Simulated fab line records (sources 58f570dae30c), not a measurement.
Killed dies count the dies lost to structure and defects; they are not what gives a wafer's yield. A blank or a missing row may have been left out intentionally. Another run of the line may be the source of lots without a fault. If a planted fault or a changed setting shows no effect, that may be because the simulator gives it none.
Problem report in the 8D (eight disciplines) form, filled by code	flow berkeley cmos170	the parts of the form that need people (team, actions taken, sign-off) are left out

## 1. THE PROBLEM
Mean of tube center temp C at UCB170_M1_ANNEAL_14: 444.98 C across 12 wafers in 4 lots; on wafers with no fault it is 399.99 C (standard deviation 0.037). So: +99 or more standard deviations from the usual mean.
The step: time 1200 s.
First observed at day 9 11:31: wafer L734.2, on furnace-03. The record has a number at this step for 27 wafers belonging to 9 lots. Rule for "out" (also "out of limits"): further than 4 standard deviations from the usual mean. All remaining wafers that have a number are taken as sound.

## 2. WHAT IT IS, AND WHAT IT ISN'T
question	is	is not
which readings at this step	tube center temp C, spike tc centre C, spike tc load C, spike tc source C, tube_center_temp_C_max, zone power centre pct, zone power load pct, zone power source pct	-
which lots	L734, L735, L736, L737	L729, L730, L731, L732, L733
which wafers of those lots	all that have a number	-
read on which tools	furnace-03	-
when	from day 9 11:31	up to then (15 sound wafers)

## 3. THE SUSPECTS, EACH WITH WHAT RULES IT OUT
Counting: any tool at a process step up to the reading is kept as a suspect provided that every lot that is out went through it and no sound lot did after the first of them.
- furnace-03 at UCB170_M1_ANNEAL_14 (time 1200 s): kept. It processed each lot that is out, first L734 at day 9 11:31, and no sound lot thereafter; up to then, the last sound lot it processed was L731 at day 8 20:20. On those wafers its own readings are out: spike tc centre C, spike tc load C, spike tc source C, tube center temp C, tube_center_temp_C_max, zone power centre pct, zone power load pct, zone power source pct.
After counting, what remains is furnace-03 at UCB170_M1_ANNEAL_14.

## 4. THE CAUSE (what the simulator had put in)
Process parameter drift: furnace-03, from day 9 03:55 on, at UCB170_M1_ANNEAL_14. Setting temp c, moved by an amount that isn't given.
Counting left only this tool.

## 5. THE CHAIN OF EFFECTS, in route order
Rows list readings where the struck wafers' mean (over those with a number) sits beyond 3 standard deviations from the usual. Only readings whose record carries a usual standard deviation are examined. hours: median over the lots of the time between each lot's start at the first step of this table that gives one and its start at this step. sigmas: the change, counted in usual standard deviations.
hours	step	reading	usual	on struck wafers	change	sigmas
0	UCB170_M1_ANNEAL_14	spike tc centre C	403.4 C	448.5	+45.1	+45
0	UCB170_M1_ANNEAL_14	spike tc load C	422.0 C	467.6	+45.6	+46
0	UCB170_M1_ANNEAL_14	spike tc source C	417.6 C	463.1	+45.5	+50
0	UCB170_M1_ANNEAL_14	tube center temp C	399.99 C	444.98	+44.99	+99 or more
0	UCB170_M1_ANNEAL_14	tube_center_temp_C_max	401.02	445.95	+44.93	+99 or more
0	UCB170_M1_ANNEAL_14	zone power centre pct	18.37 %	20.70	+2.33	+12
0	UCB170_M1_ANNEAL_14	zone power load pct	6.42 %	7.78	+1.36	+22
0	UCB170_M1_ANNEAL_14	zone power source pct	5.35 %	6.45	+1.10	+23
The process steps in it:
- UCB170_M1_ANNEAL_14: time 1200 s.

## 6. WHAT WOULD HAVE CAUGHT IT SOONER
In this record the first reading out of limits was taken at day 9 11:31, 8 hours after the fault began at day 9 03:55.
